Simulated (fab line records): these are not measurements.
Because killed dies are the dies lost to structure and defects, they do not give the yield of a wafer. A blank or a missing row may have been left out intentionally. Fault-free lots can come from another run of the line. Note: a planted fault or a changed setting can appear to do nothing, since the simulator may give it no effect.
Which tool was responsible? || flow rit cmos || 45 wafers from 15 lots sampled at 2 of the route's 202 steps

## WHAT THE GAUGES SHOWED, per wafer
No reading from a measuring or inspecting step in the record can be judged against a usual standard deviation.

## WHICH TOOL RAN EACH LOT (tool, then ch and the chambers of the sampled wafers, then the start)
{"lot": "L198", "RIT_SPACER_CVD_03": "lpcvd-01 ch 1, day 3 00:10", "RIT_M1_PROBE_99": "-"}
{"lot": "L199", "RIT_SPACER_CVD_03": "lpcvd-01 ch 0, day 3 02:47", "RIT_M1_PROBE_99": "-"}
{"lot": "L200", "RIT_SPACER_CVD_03": "lpcvd-01 ch 1, day 3 11:18", "RIT_M1_PROBE_99": "-"}
{"lot": "L201", "RIT_SPACER_CVD_03": "lpcvd-01 ch 0, day 3 14:11", "RIT_M1_PROBE_99": "-"}
{"lot": "L202", "RIT_SPACER_CVD_03": "lpcvd-02 ch 1, day 3 18:44", "RIT_M1_PROBE_99": "-"}
{"lot": "L203", "RIT_SPACER_CVD_03": "lpcvd-01 ch 1, day 3 22:55", "RIT_M1_PROBE_99": "-"}
{"lot": "L204", "RIT_SPACER_CVD_03": "lpcvd-01 ch 0, day 4 03:11", "RIT_M1_PROBE_99": "-"}
{"lot": "L208", "RIT_SPACER_CVD_03": "lpcvd-02 ch 0, day 5 03:07", "RIT_M1_PROBE_99": "prober-01, day 5 16:19"}
{"lot": "L209", "RIT_SPACER_CVD_03": "lpcvd-02 ch 1, day 5 05:01", "RIT_M1_PROBE_99": "prober-02, day 5 18:38"}
{"lot": "L210", "RIT_SPACER_CVD_03": "lpcvd-02 ch 1, day 5 12:44", "RIT_M1_PROBE_99": "prober-01, day 6 01:49"}
{"lot": "L215", "RIT_SPACER_CVD_03": "lpcvd-01 ch 0, day 6 11:00", "RIT_M1_PROBE_99": "-"}
{"lot": "L216", "RIT_SPACER_CVD_03": "lpcvd-01 ch 0, day 6 19:31", "RIT_M1_PROBE_99": "prober-01, day 7 08:37"}
{"lot": "L217", "RIT_SPACER_CVD_03": "lpcvd-01 ch 1, day 6 21:26", "RIT_M1_PROBE_99": "-"}
{"lot": "L219", "RIT_SPACER_CVD_03": "lpcvd-01 ch 1, day 7 06:44", "RIT_M1_PROBE_99": "-"}
{"lot": "L221", "RIT_SPACER_CVD_03": "lpcvd-01 ch 0, day 7 21:00", "RIT_M1_PROBE_99": "-"}
- RIT_SPACER_CVD_03: deposits Si3N4 from SiH2Cl2/NH3, target thk 250 nm, time 3300 s.
- RIT_M1_PROBE_99

## AS READ BY THE TOOLS THEMSELVES (means over the sampled wafers that have a number; for cases with no such wafer, the mark the record gives instead)
RIT_SPACER_CVD_03.
{"lot": "L198", "tool": "lpcvd-01", "spike tc source C (C)": 834.0}
{"lot": "L199", "tool": "lpcvd-01", "spike tc source C (C)": 837.9}
{"lot": "L200", "tool": "lpcvd-01", "spike tc source C (C)": 834.1}
{"lot": "L201", "tool": "lpcvd-01", "spike tc source C (C)": 836.9}
{"lot": "L202", "tool": "lpcvd-02", "spike tc source C (C)": 832.4}
{"lot": "L203", "tool": "lpcvd-01", "spike tc source C (C)": 834.7}
{"lot": "L204", "tool": "lpcvd-01", "spike tc source C (C)": 837.1}
{"lot": "L208", "tool": "lpcvd-02", "spike tc source C (C)": 830.9}
{"lot": "L209", "tool": "lpcvd-02", "spike tc source C (C)": 832.2}
{"lot": "L210", "tool": "lpcvd-02", "spike tc source C (C)": 832.2}
{"lot": "L215", "tool": "lpcvd-01", "spike tc source C (C)": 838.1}
{"lot": "L216", "tool": "lpcvd-01", "spike tc source C (C)": 836.9}
{"lot": "L217", "tool": "lpcvd-01", "spike tc source C (C)": 834.6}
{"lot": "L219", "tool": "lpcvd-01", "spike tc source C (C)": 834.8}
{"lot": "L221", "tool": "lpcvd-01", "spike tc source C (C)": 837.0}

RIT_M1_PROBE_99.
{"lot": "L208", "tool": "prober-01", "killed at contacts": 0.0, "killed at front end": 22, "killed dies": 22, "killed open": 2.7, "killed short": 4.3}
{"lot": "L209", "tool": "prober-02", "killed at contacts": 0.3, "killed at front end": 31, "killed dies": 31, "killed open": 3.3, "killed short": 1.7}
{"lot": "L210", "tool": "prober-01", "killed at contacts": 0.0, "killed at front end": 34, "killed dies": 34, "killed open": 4.7, "killed short": 3.7}
{"lot": "L216", "tool": "prober-01", "killed at contacts": 0.0, "killed at front end": 6, "killed dies": 6, "killed open": 2.3, "killed short": 3.7}

## THE ANSWER, worked out from the rows above alone
Rule: usual is defined by the lots themselves. The widest of any qualifying gaps counts: lots, ordered by their means at a reading, are off when they make up no more than a third of the lots, leave a main group of 4 or more, and stand apart from it by 3 or more times the standard deviation of that group's means. A main group is skipped when, at the precision printed for the reading in the tables above, its means are all equal. A lot without any number at a reading at which 4 lots or more have one is off too. The other lots that the step has rows for count as sound. Order of review: gauges by route order, followed by the tools' own readings, for which a lot's mean as printed above is used. At the first step where some lot is off, the reading lying furthest off is the one used; lots without a number count as furthest.
Across all readings shown, no lot is off: no conclusion can be drawn from this.

## WHAT THE SIMULATOR HAD PUT IN
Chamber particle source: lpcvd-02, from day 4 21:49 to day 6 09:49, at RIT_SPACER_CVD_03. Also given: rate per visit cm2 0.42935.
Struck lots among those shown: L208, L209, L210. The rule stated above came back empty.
